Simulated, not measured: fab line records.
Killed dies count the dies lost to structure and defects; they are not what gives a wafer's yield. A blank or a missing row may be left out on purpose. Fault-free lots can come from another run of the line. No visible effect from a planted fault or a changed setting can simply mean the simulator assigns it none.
8D (eight disciplines) problem report, filled in by code    flow berkeley cmos170    the parts of the form that need people (team, actions taken, sign-off) are left out

1. THE PROBLEM
At UCB170_PWELL_ANNEAL_04, tube center temp C averages 1007.10 C over 6 wafers from 2 lots, while fault-free wafers read 999.99 C, standard deviation 0.097. Relative to the usual mean, that is a shift of +73 standard deviations.
The step: time 900 s.
First observed at day 5 20:24: wafer L623.2, on furnace-01. Wafers with a number at this step in the record: 42, from 14 lots. Rule for "out" (also "out of limits"): further than 4 standard deviations from the usual mean. All remaining wafers that have a number are taken as sound.

2. WHAT THIS IS AND IS NOT
question                     is                                                                                is not
which readings at this step  tube center temp C, spike tc centre C, spike tc source C, tube_center_temp_C_max  zone power centre pct
which lots                   L623, L624                                                                        L609, L610, L611, L612, L613, L614, L615, L618, L625, L628, L630, L631
which wafers of those lots   all that have a number                                                            -
read on which tools          furnace-01                                                                        furnace-02
when                         from day 5 20:24                                                                  up to then (24 sound wafers); but 12 sound wafers of L625, L628, L630, L631 came after

3. WHAT RULES OUT EACH SUSPECT
Counting: a tool stays on the suspect list if, at a process step up to the reading, it processed all lots that are out and no sound lot following the first of them.
- furnace-01 at UCB170_PWELL_ANNEAL_04 (time 900 s): kept. All lots that are out passed through it, beginning with L623 at day 5 20:24, and no sound lot followed; its final sound lot before that point was L618 at day 4 17:20. Out on those wafers are its own readings of spike tc centre C, spike tc source C, tube center temp C, tube_center_temp_C_max.
The count leaves furnace-01 at UCB170_PWELL_ANNEAL_04.

4. THE CAUSE (what the simulator had put in)
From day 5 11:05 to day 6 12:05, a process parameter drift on furnace-01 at UCB170_PWELL_ANNEAL_04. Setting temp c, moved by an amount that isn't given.
This tool alone remained once counting was done.

5. THE EFFECT CHAIN, in route order
Rows list readings where the struck wafers' mean (over those with a number) sits beyond 3 standard deviations from the usual. Readings are gone through only where the record gives a usual standard deviation; hours: the median, over the lots, of the time from a lot's start at the first step in this table giving one to that lot's start at this step; sigmas: the change measured in usual standard deviations.
hours  step                    reading                 usual     on struck wafers  change  sigmas
0      UCB170_PWELL_ANNEAL_04  spike tc centre C       1001.8 C  1009.2            +7.4    +5.3
0      UCB170_PWELL_ANNEAL_04  spike tc source C       1024.3 C  1032.0            +7.7    +7.0
0      UCB170_PWELL_ANNEAL_04  tube center temp C      999.99 C  1007.10           +7.11   +73
0      UCB170_PWELL_ANNEAL_04  tube_center_temp_C_max  1002.6    1009.8            +7.2    +16
Process steps it contains:
- UCB170_PWELL_ANNEAL_04: time 900 s.
Later steps that measure or inspect, where all struck wafers having a row at the step show a number for every such reading and not one has moved that far: UCB170_SCREENOX_THK_MEAS_02.

6. WHAT WOULD HAVE CAUGHT IT SOONER
In this record no reading fell out of limits until day 5 20:24, 9 hours after the fault had begun at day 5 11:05.
